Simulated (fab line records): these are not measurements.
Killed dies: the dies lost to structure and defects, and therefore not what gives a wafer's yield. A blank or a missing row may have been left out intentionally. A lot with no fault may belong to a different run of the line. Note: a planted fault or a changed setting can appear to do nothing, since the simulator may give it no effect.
Comparing a struck lot with a sound one ; flow rit_cmos ; 17 steps out of a route of 202
Sound: wafers L434.1, L434.5, L434.6. The struck wafers were L433.2, L433.5, L433.6. The cause comes at the end.
Per side, at each step with rows, come the tool, then ch with its chambers, and then its first start. Under that, the readings that differ: sound wafers ; struck wafers ; difference of the means ; sigmas: that difference in standard deviations of wafers without a fault.
alike: readings whose means differ by less than 2 such deviations, and words and numbers that are the same on both sides. not compared: withheld readings, readings that some wafer has no value for, bounds like >300 that may hide the same value, and numbers for which the record gives no deviation and whose values overlap.
Wherever a step has rows on one side only, a row that says differs or no value, or a row with sigmas, the two part there. Numbers that don't overlap but have no deviation are shown without sigmas and don't part them. Lack of a reading on every wafer of one side parts them only where that side has two or more wafers.

first, 2 steps without rows for these wafers: RIT_NRETRO_HARDBAKE_07 (time 120 s); RIT_NRETRO_IMPLANT_08.
RIT_NRETRO_STRIP_09: strips in O2, time 180 s.
  sound on plasma_asher-02 ch 0,1, day 5 14:17; struck on plasma_asher-02 ch 0,1, day 5 10:23
  alike: drypump_motor_current_A
  not compared: rf_hours_counter_h
RIT_NRETRO_TW_MEAS_10:
  sound on film_metro-01 at day 5 14:28; struck on film_metro-03 at day 5 10:34
reading;sound;struck;difference;sigmas
NRETRO_TW;1021 1028 1027;1050 1055 1051;+27;+2
then, 6 steps without rows for these wafers: RIT_PRETRO_HMDS_00 (prime time 60 s); RIT_PRETRO_COAT_01 (resist thk 1300 nm); RIT_PRETRO_SOFTBAKE_02 (time 60 s); RIT_PRETRO_EXPOSE_03 (exposes mask M5, target cd 43700 nm); RIT_PRETRO_PEB_04; RIT_PRETRO_DEVELOP_05 (develop time 68 s).
RIT_PRETRO_OVL_MEAS_06:
  sound on overlay-02 at day 5 15:31; struck on overlay-01 at day 5 11:31
reading;sound;struck;difference;sigmas
PRETRO_OVL (nm);0.4 -0.2 -0.4;3.9 1.9 3.1;+3.0;+2
then, 1 step without rows for these wafers: RIT_PRETRO_HARDBAKE_07 (time 120 s).
RIT_PRETRO_IMPLANT_08:
  sound on implanter-01 ch 0, day 5 15:49; struck on implanter-03 ch 0, day 5 11:50
reading;sound;struck;difference;sigmas
dose_ions_cm2;1.2e+13 1.2003e+13 1.2001e+13;7.709e+12 7.73e+12 7.731e+12;-4.278e+12;-99 or more
faraday_current_uA;37.7 39.0 38.4;24.5 24.4 23.6;-14.2;-20
RIT_PRETRO_STRIP_09: strips in O2, time 180 s.
  sound on plasma_asher-02 ch 0,1, day 5 15:58; struck on plasma_asher-02 ch 0,1, day 5 11:57
  alike: drypump_motor_current_A
  not compared: rf_hours_counter_h
RIT_PRETRO_TW_MEAS_10:
  sound on film_metro-03 at day 5 16:08; struck on film_metro-04 at day 5 12:08
reading;sound;struck;difference;sigmas
PRETRO_TW;476 476 475;407 407 408;-68;-17
then, 1 step without rows for these wafers: RIT_GATE_WET_ETCH_00 (etches SiO2 in BOE, target depth 56 nm, time 60 s).
RIT_M1_PROBE_99:
  sound on prober-01 at day 6 18:11; struck on prober-02 at day 6 16:44
reading;sound;struck;difference;sigmas
model.etest.nmos_0p3.r_on_ohm_um;2191 2164 2207;2089 2060 2093;-107;
model.etest.nmos_turned.drive_ua_um;325.7 334.8 323.1;358.4 361.4 359.5;+31.9;
model.etest.nmos_0p15.drive_ua_um;464.7 475.6 466.7;476.4 486.9 482.3;+12.9;
model.etest.nmos_0p3.drive_ua_um;219.4 219.4 213.8;244 243.7 245.4;+27;
model.etest.nmos_narrow.drive_ua_um;216.3 218.5 210.9;242.6 243 246.3;+28.7;
  alike: killed_at_contacts, killed_at_front_end, killed_dies, killed_open, killed_short
  not compared: model.etest.nmos_0p15.r_on_ohm_um, model.etest.nmos_0p15.off_log10_a_um, model.etest.retro_edge_nmos.off_log10_a_um

WHERE THEY PART
Last at RIT_PRETRO_TW_MEAS_10 as far as this record goes, first at RIT_NRETRO_TW_MEAS_10. Later steps at which nothing parts them and some readings are alike: RIT_M1_PROBE_99.

WHY: what had been put in by the simulator
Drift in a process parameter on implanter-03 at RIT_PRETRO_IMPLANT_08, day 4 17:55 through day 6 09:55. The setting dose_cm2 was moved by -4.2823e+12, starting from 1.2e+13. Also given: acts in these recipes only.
